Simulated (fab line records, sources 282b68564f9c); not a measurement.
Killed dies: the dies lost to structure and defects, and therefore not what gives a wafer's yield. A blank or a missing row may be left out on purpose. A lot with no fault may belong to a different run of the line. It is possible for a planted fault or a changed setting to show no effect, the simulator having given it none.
The same fault as seen by 2 desks | flow ritCmos | each desk holds nothing but its own numbers, with what lay behind them at the end

AT THE METROLOGY DESK
Lot by lot, what the gauges showed, no matter which tool ran the lot: averages of those sampled wafers that carry a number. The brackets show how far a lot's mean lies from the usual mean; more than 4 standard deviations puts the lot out of limits, marked OUT.
Columns: A = PLDD_OVL at RIT_PLDD_OVL_MEAS_06, usual 0.6 nm; B = PLDD_TW at RIT_PLDD_TW_MEAS_10, usual 2393; C = SPACER_NITRIDE_THK at RIT_SPACER_THK_MEAS_04, usual 250.3 nm
lot  | first seen here | A    | B    | C
L716 | day 3 11:25     | -0.3 | 2388 | 254.5
L721 | day 4 12:43     | 0.5  | 2401 | 250.9
L728 | day 6 00:20     | 0.2  | 2382 | 252.9
L731 | day 6 18:08     | 0.0  | 2377 | 251.0
L733 | day 7 02:33     | 0.3  | 2378 | 248.0
L734 | day 7 04:51     | 1.3  | 2392 | 251.5
Finding of this desk: none of the 6 lots has anything out of limits.

AT THE TOOL OWNER'S DESK: rieDiel-02
The tool's own readings at RIT_SPACER_ETCHBACK_05 (etches Si3N4 in SF6/CHF3, stops on SiO2, target depth 250 nm, time 240 s): means of the sampled wafers that have a number, for each lot that ran on this tool. The brackets show how far a lot's mean lies from the usual mean; more than 4 standard deviations puts the lot out of limits, marked OUT.
Columns: A = chamberPressureMTorr at RIT_SPACER_ETCHBACK_05, usual 40.00 mTorr; B = drypumpMotorCurrentA at RIT_SPACER_ETCHBACK_05, usual 5.8 A; C = oesProductAu at RIT_SPACER_ETCHBACK_05, usual 0.840 a.u.; D = throttleValvePct at RIT_SPACER_ETCHBACK_05, usual 10.23 %
lot  | first seen here | A     | B   | C                | D
L721 | day 4 16:01     | 39.97 | 6.1 | 0.840            | 10.23
L728 | day 6 03:14     | 40.01 | 5.9 | 0.747 (-6.2) OUT | 10.19
L731 | day 6 21:11     | 40.00 | 5.9 | 0.746 (-6.3) OUT | 10.19
This desk's finding: out of limits on L728, L731; first on L728, day 6 03:14 (oesProductAu at RIT_SPACER_ETCHBACK_05). In limits: L721.

ALL TOGETHER
An alarm could have come from the tool owner's desk at day 6 03:14, on L728, L731.
At the metrology desk, nothing out of limits was observed.
The metrology desk has L728, L731 on record, within its limits.
RIT_SPACER_ETCHBACK_05 was run on rieDiel-02 by each of the lots named.

WHAT HAD BEEN PUT IN BY THE SIMULATOR
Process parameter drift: rieDiel-02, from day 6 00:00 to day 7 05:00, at RIT_SPACER_ETCHBACK_05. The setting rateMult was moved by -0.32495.
Struck lots among those shown: L728, L731.
Delay in hours, fault start to first out-of-limits reading, by desk: the tool owner's desk at 3.
